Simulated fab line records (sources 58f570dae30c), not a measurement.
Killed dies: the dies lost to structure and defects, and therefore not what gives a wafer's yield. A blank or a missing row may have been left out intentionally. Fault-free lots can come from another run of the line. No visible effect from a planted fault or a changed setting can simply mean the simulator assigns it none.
Code-filled problem report in 8D (eight disciplines) form    flow berkeley-cmos170    the parts of the form that need people (team, actions taken, sign-off) are left out

1. PROBLEM STATEMENT
At UCB170_PFIELD_IMPLANT_07, beam-energy-keV averages 87.277 over 6 wafers from 2 lots, while fault-free wafers read 80.003, standard deviation 0.025. That is +99 or more standard deviations from the usual mean.
First seen on wafer L971.1, day 6 18:51, on implanter-02. The record has a number at this step for 42 wafers belonging to 14 lots. Rule for "out" (also "out of limits"): further than 4 standard deviations from the usual mean. The other wafers with a number count as sound.

2. WHAT IT IS, AND WHAT IT ISN'T
question                     is                      is not
which readings at this step  beam-energy-keV         -
which lots                   L971, L973              L962, L963, L964, L965, L966, L970, L977, L980, L981, L982, L983, L984
which wafers of those lots   all that have a number  -
read on which tools          implanter-02            implanter-03, implanter-04
when                         from day 6 18:51        up to then (18 sound wafers); but 18 sound wafers of L977, L980, L981, L982, L983, L984 came after

3. THE SUSPECTS, EACH WITH WHAT RULES IT OUT
Counting: a tool at a process step up to the reading stays a suspect if it ran every lot that is out and no sound lot after the first of them.
- implanter-02 at UCB170_PFIELD_IMPLANT_07: kept. It ran every lot that is out, first L971 (day 6 18:51), and no sound lot after that; its last sound lot up to then is L970 (day 6 11:29). Out on those wafers are its own readings of beam-energy-keV.
Remaining after the count: implanter-02 at UCB170_PFIELD_IMPLANT_07.

4. THE CAUSE (what the simulator had put in)
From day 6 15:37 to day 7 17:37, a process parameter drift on implanter-02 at UCB170_PFIELD_IMPLANT_07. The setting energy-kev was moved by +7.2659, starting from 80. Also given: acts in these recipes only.
This tool alone remained once counting was done.

5. THE CHAIN OF EFFECTS, in route order
Rows list readings where the struck wafers' mean (over those with a number) sits beyond 3 standard deviations from the usual. Readings are gone through only where the record gives a usual standard deviation; hours: the median, over the lots, of the time from a lot's start at the first step in this table giving one to that lot's start at this step; sigmas: the change measured in usual standard deviations.
hours  step                      reading          usual   on struck wafers  change  sigmas
0      UCB170_PFIELD_IMPLANT_07  beam-energy-keV  80.003  87.277            +7.274  +99 or more
Its process steps:
- UCB170_PFIELD_IMPLANT_07
At these later measuring or inspecting steps, every struck wafer for which the step has a row has a number for every such reading, and none has moved that far: UCB170_PVT_TW_MEAS_09.

6. WHAT WOULD HAVE CAUGHT IT SOONER
The fault began at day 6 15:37; the first out-of-limits reading in this record came at day 6 18:51, 3 hours later.
